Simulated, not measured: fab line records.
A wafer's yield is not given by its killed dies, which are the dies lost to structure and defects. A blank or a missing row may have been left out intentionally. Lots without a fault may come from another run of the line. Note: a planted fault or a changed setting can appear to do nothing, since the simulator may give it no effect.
Split-lot experiment    flow berkeley-cmos170    5 lots, 23 wafers read, on a route of 331 steps

## ON THE SPLIT
At UCB170_M2_COAT_10 (resist thk 900 nm), the setting spin-rpm was moved away from the recipe's 1500 rpm on 5 of the 23 wafers read, by -2.8% to +3.8%. This setting was run at the recipe's value on the other wafers.

The reading is taken at the split's own step.

## THE READING
KrF_of_M2_COAT_10.thk-nm (the simulator's own value, which no gauge read), in nm, at UCB170_M2_COAT_10 (resist thk 900 nm). There is no usual value for it anywhere in the file. The 18 wafers here that ran the recipe average 901.1 nm, standard deviation 5.1 nm.

wafer   tool, chamber at the split  spin-rpm as run, rpm  against the recipe  KrF_of_M2_COAT_10.thk-nm, nm  against lot-mates on the recipe
L075.2  litho-track-01, 0           1500                  recipe              898.3                         -
L075.3  litho-track-01, 0           1500                  recipe              898.2                         -
L075.4  litho-track-01, 0           1500                  recipe              896.8                         -
L075.5  litho-track-01, 0           1500                  recipe              896.3                         -
L075.6  litho-track-01, 0           1500                  recipe              896.6                         -
L076.1  litho-track-03, 0           1500                  recipe              908.4                         -
L076.2  litho-track-03, 0           1500                  recipe              908.5                         -
L076.5  litho-track-03, 0           1500                  recipe              908.5                         -
L076.4  litho-track-03, 0           1500                  recipe              909                           -
L076.6  litho-track-03, 0           1500                  recipe              906.5                         -
L079.1  litho-track-04, 0           1500                  recipe              897.1                         -
L079.4  litho-track-04, 0           1500                  recipe              895.7                         -
L079.6  litho-track-04, 0           1500                  recipe              895.2                         -
L081.1  litho-track-01, 0           1458                  -2.8%               909.2                         +11.2
L081.2  litho-track-01, 0           1458                  -2.8%               908.5                         +10.5
L081.3  litho-track-01, 0           1500                  recipe              897.2                         -
L081.4  litho-track-01, 0           1500                  recipe              897.5                         -
L081.5  litho-track-01, 0           1500                  recipe              899.4                         -
L084.1  litho-track-04, 0           1557                  +3.8%               888                           -16.9
L084.2  litho-track-04, 0           1557                  +3.8%               886.8                         -18.1
L084.3  litho-track-04, 0           1500                  recipe              905.1                         -
L084.5  litho-track-04, 0           1500                  recipe              904.7                         -
L084.6  litho-track-04, 0           1557                  +3.8%               888.8                         -16.1

FIT RESULTS
A straight line over all 23 wafers: KrF_of_M2_COAT_10.thk-nm changes by -3.27 nm for each +1% of spin-rpm; r = -0.75; the points scatter about the line by 4.8 nm.
The same after taking each lot's own level away (the mean of its wafers on the recipe; 23 wafers): -4.3 nm for each +1%; r = -0.99; scatter 0.92 nm.
Per that fit: largest spin-rpm move, reading shift of 16 nm.
Measured against the standard deviation above, the lots' own levels, which go from 896.00 to 908.18 nm, span 2.4 times it.
So the lot-to-lot level blurs the effect unless lot-mates are compared.
Check: -16.4 nm against its lot-mates is what the line predicts for one of the wafers moved furthest among these (+3.8%) when that wafer is left out of the fit. Against them it came out at -16.9 nm.

## ADDITIONAL SPLITS CARRIED BY THESE WAFERS
Before the reading, these wafers also passed through other splits. Each is held against what the fit with the lots' levels taken away leaves over:
other split on the same wafers    wafers away from the commonest value  r with KrF_of_M2_COAT_10.thk-nm (lot level and that fit taken away)
UCB170_PLDD_SOFTBAKE_02 time-s    12                                    -0.21
UCB170_NLDD_PEB_04 peb-temp-c     7                                     +0.04
UCB170_PSD_PEB_04 peb-temp-c      8                                     +0.22
UCB170_BACKSIDE_STRIP_03 power-w  10                                    +0.19
UCB170_M1_PEB_07 peb-temp-c       10                                    +0.12
UCB170_V1_CVD_00 time-s           6                                     +0.28
UCB170_V1_PEB_10 peb-temp-c       10                                    +0.12
UCB170_V1_ETCH_14 time-s          7                                     -0.16

## THE FILE'S OWN FIT
KrF_of_M2_COAT_10.thk-nm changes by -4.27 nm for each +1% of spin-rpm, r = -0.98.
